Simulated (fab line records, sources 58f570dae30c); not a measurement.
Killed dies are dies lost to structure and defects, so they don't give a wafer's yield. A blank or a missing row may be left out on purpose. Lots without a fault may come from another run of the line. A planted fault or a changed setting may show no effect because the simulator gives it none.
Chamber matching | flow berkeley_cmos170 | UCB170_ZERO_ETCH_06 on rie_diel-03: 4 sister chambers
The step etches SiO2 in CHF3/CF4/Ar, time 12 s. 8 wafers are shown with their chamber, then 8 later ones without.

WAFERS WITH THEIR CHAMBER
wafer  | chamber | drypump_motor_current_A (A) | throttle_valve_pct (%)
L554.6 | 2       | 5.9                         | 9.31
L558.3 | 0       | 5.3                         | 9.18
L562.2 | 3       | 6.6                         | 9.28
L562.6 | 2       | 5.8                         | 9.31
L563.2 | 1       | 5.3                         | 9.45
L563.5 | 3       | 6.6                         | 9.30
L563.6 | 0       | 5.4                         | 9.18
L566.1 | 1       | 5.3                         | 9.41

WAFERS WITHOUT THEIR CHAMBER
wafer  | drypump_motor_current_A (A) | throttle_valve_pct (%)
L566.2 | 6.6                         | 9.28
L566.6 | 5.4                         | 9.17
L567.3 | 5.8                         | 9.30
L567.5 | 5.4                         | 9.16
L567.6 | 5.3                         | 9.46
L572.2 | 5.8                         | 9.31
L572.4 | 5.3                         | 9.44
L572.6 | 6.6                         | 9.28

WHICH CHAMBER EACH WENT THROUGH
wafer  | from the rows above | in truth
L566.2 | 3                   | 3
L566.6 | 0                   | 0
L567.3 | 2                   | 2
L567.5 | 0                   | 0
L567.6 | 1                   | 1
L572.2 | 2                   | 2
L572.4 | 1                   | 1
L572.6 | 3                   | 3
Placed correctly: 8 of 8. Can't be placed from these rows: 0. Placed wrongly: 0.
How it was worked out, from the rows above alone: a wafer's distance from a chamber is the root of the sum, over the readings, of the square of ((its reading less the chamber's mean) divided by the reading's scatter). The wafer belongs to the nearest chamber; if the next one is less than 2 further off, it can't be placed. A chamber's mean is the mean of its shown wafers. The scatter: the root of (the sum of the squares of (reading less its chamber's mean) over the shown wafers, divided by (wafers less chambers)).
